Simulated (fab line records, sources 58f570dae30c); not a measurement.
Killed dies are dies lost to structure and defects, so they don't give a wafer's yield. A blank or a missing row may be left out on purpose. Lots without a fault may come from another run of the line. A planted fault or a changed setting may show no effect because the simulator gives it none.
Chamber matching | flow berkeley_cmos170 | UCB170_V2_CVD_00 on pecvd-03: 3 sister chambers
The step deposits SiO2 from TEOS/O2, target thk 2000 nm, time 250 s. 14 wafers are shown with their chamber, then 7 later ones without.

WAFERS WITH THEIR CHAMBER
wafer  | chamber | susceptor_temp_C (C) | heater_power_w (W)
L511.2 | 1       | 390.04               | 294
L511.4 | 2       | 390.04               | 195
L511.5 | 1       | 389.89               | 337
L512.3 | 2       | 390.18               | 272
L512.4 | 0       | 389.83               | 242
L512.5 | 1       | 389.88               | 254
L516.1 | 2       | 390.36               | 273
L516.2 | 1       | 389.84               | 322
L516.4 | 0       | 390.07               | 242
L518.1 | 1       | 390.03               | 316
L518.2 | 0       | 389.75               | 331
L518.4 | 1       | 389.98               | 243
L519.3 | 2       | 390.00               | 283
L519.4 | 1       | 389.95               | 247

SIGNATURES (means of the wafers above)
reading          | chamber 0 | chamber 1 | chamber 2 | scatter within a chamber
susceptor_temp_C | 389.8833  | 389.9443  | 390.1450  | 0.125
heater_power_w   | 271.67    | 287.57    | 255.75    | 42.1
Rule: a wafer's distance from a chamber is the root of the sum, over the readings, of the square of ((its reading less the chamber's mean) divided by the reading's scatter). The wafer belongs to the nearest chamber; if the next one is less than 2 further off, it can't be placed. The scatter: the root of (the sum of the squares of (reading less its chamber's mean) over the shown wafers, divided by (wafers less chambers)).

WAFERS WITHOUT THEIR CHAMBER
wafer  | susceptor_temp_C (C) | heater_power_w (W)
L519.5 | 389.89               | 193
L529.2 | 389.57               | 344
L529.3 | 390.17               | 217
L529.4 | 389.57               | 243
L526.1 | 389.62               | 274
L526.2 | 389.96               | 333
L526.3 | 390.39               | 322

WHICH CHAMBER EACH WENT THROUGH
wafer  | from the rows above          | in truth
L519.5 | can't be placed: 0 or 1 or 2 | 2
L529.2 | can't be placed: 0 or 1      | 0
L529.3 | can't be placed: 2 or 1 or 0 | 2
L529.4 | can't be placed: 0 or 1      | 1
L526.1 | can't be placed: 0 or 1      | 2
L526.2 | can't be placed: 1 or 0 or 2 | 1
L526.3 | can't be placed: 2 or 1 or 0 | 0
Placed correctly: 0 of 7. Can't be placed from these rows: 7 (the true chamber is among the candidates in 6). Placed wrongly: 0.
